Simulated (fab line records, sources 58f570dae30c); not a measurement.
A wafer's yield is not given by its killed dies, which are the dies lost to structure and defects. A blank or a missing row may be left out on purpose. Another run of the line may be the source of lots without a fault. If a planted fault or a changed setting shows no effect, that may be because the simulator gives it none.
A lot that was struck, set against a sound lot + flow berkeley_cmos170 + 22 out of 331 route steps
Sound: wafers L680.1, L680.2, L680.4. The struck wafers were L686.1, L686.3, L686.5. The cause is named last.
For every step that has rows: the tool of each side, followed by ch and its chambers, followed by its first start. Under that, the readings that differ: sound wafers + struck wafers + difference of the means + sigmas: that difference in standard deviations of wafers without a fault.
alike: a reading whose means differ by less than 2 such deviations, as well as words and numbers matching on both sides. not compared: withheld readings; readings where some wafer has no value; bounds like >300 that might hide an equal value; numbers whose values overlap and for which the record gives no deviation.
Wherever a step has rows on one side only, a row that says differs or no value, or a row with sigmas, the two part there. Numbers that don't overlap but have no deviation are shown without sigmas and don't part them. A reading missing from all wafers of one side parts the sides only when that side holds two or more wafers.

first, 5 steps without rows for these wafers: UCB170_ACTIVE_COAT_08 (resist thk 900 nm); UCB170_ACTIVE_SOFTBAKE_09 (time 60 s); UCB170_ACTIVE_EXPOSE_10 (exposes mask ACTIVE, target cd 1200 nm); UCB170_ACTIVE_PEB_11; UCB170_ACTIVE_DEVELOP_12 (develop time 45 s).
UCB170_ACTIVE_CD_MEAS_13: the cd target is 1200 nm.
  sound on cd_sem-01 at day 4 05:48; struck on cd_sem-02 at day 5 11:51
  alike: cd_nm
UCB170_ACTIVE_OVL_MEAS_14:
  sound on overlay-01 at day 4 05:55; struck on overlay-02 at day 5 11:58
  alike: ACTIVE_OVL
UCB170_ACTIVE_ETCH_15: etches Si3N4 in CH3F/Ar/O2, stops on SiO2, target depth 242 nm, time 151 s.
  sound on rie_diel-02 ch 0,1,3, day 4 05:57; struck on rie_diel-04 ch 0,2,3, day 5 12:00
  alike: drypump_motor_current_A, oes_product_au, throttle_valve_pct
  not compared: rf_hours_counter_h
UCB170_ACTIVE_STRIP_16: strips in O2.
  sound on plasma_asher-03 ch 0,1, day 4 06:03; struck on plasma_asher-03 ch 0,1, day 5 12:07
  alike: drypump_motor_current_A, oes_product_au, strip_time_to_endpoint_s
  not compared: rf_hours_counter_h
UCB170_ACTIVE_CD_MEAS_90: the cd target is 1200 nm.
  sound on cd_sem-02 at day 4 06:09; struck on cd_sem-01 at day 5 12:13
  alike: cd_nm
then, 2 steps without rows for these wafers: UCB170_ACTIVE_CLEAN_17 (cleans in SPM, time 600 s); UCB170_PFIELD_HMDS_00 (prime time 60 s).
UCB170_PFIELD_COAT_01: resist thk 900 nm.
  sound on litho_track-01 ch 0, day 4 07:04; struck on litho_track-03 ch 0, day 5 12:59
| reading                                 | sound             | struck            | difference | sigmas |
|-----------------------------------------|-------------------|-------------------|------------|--------|
| model.KrF_of_PFIELD_COAT_01.thk_nm (nm) | 897.1 897.1 897.3 | 967.9 967.5 966.5 | +70.1      |        |
  alike: resist_line_temp_C
then, 3 steps without rows for these wafers: UCB170_PFIELD_SOFTBAKE_02 (time 60 s); UCB170_PFIELD_EXPOSE_03 (exposes mask PFIELD, target cd 1500 nm); UCB170_PFIELD_PEB_04.
UCB170_PFIELD_DEVELOP_05: develop time 45 s.
  sound on litho_track-02 ch 0; struck on litho_track-03 ch 0
| reading                                 | sound             | struck            | difference | sigmas |
|-----------------------------------------|-------------------|-------------------|------------|--------|
| model.KrF_of_PFIELD_COAT_01.thk_nm (nm) | 882.9 882.9 883.1 | 953.7 953.3 952.3 | +70.1      |        |
  alike: resist_line_temp_C
UCB170_PFIELD_OVL_MEAS_06:
  sound on overlay-02 at day 4 07:53; struck on overlay-02 at day 5 14:01
  alike: PFIELD_OVL
next, for these wafers, 1 step has no rows: UCB170_PFIELD_IMPLANT_07.
UCB170_PFIELD_STRIP_08: strips in O2.
  sound on plasma_asher-02 ch 0,1, day 4 08:04; struck on plasma_asher-04 ch 0,1, day 5 14:12
| reading                      | sound             | struck            | difference | sigmas |
|------------------------------|-------------------|-------------------|------------|--------|
| drypump_motor_current_A (A)  | 5.80 5.39 5.38    | 5.89 6.10 6.10    | +0.51      | +2     |
| strip_time_to_endpoint_s (s) | 21.55 21.57 21.55 | 23.25 23.25 23.22 | +1.68      | +20    |
  alike: oes_product_au
  not compared: rf_hours_counter_h
UCB170_PFIELD_TW_MEAS_09:
  sound on film_metro-04 at day 4 08:10; struck on film_metro-03 at day 5 14:18
| reading   | sound       | struck      | difference | sigmas |
|-----------|-------------|-------------|------------|--------|
| PFIELD_TW | 608 606 606 | 600 598 600 | -7         | -2     |
UCB170_M3_PROBE_99:
  rows exist in the record for the sound wafers here (prober-02, day 8 00:17), none for the struck ones

WHERE THEY PART
Last at UCB170_M3_PROBE_99 as far as this record goes, first at UCB170_PFIELD_STRIP_08.

WHY: what the simulator had put in
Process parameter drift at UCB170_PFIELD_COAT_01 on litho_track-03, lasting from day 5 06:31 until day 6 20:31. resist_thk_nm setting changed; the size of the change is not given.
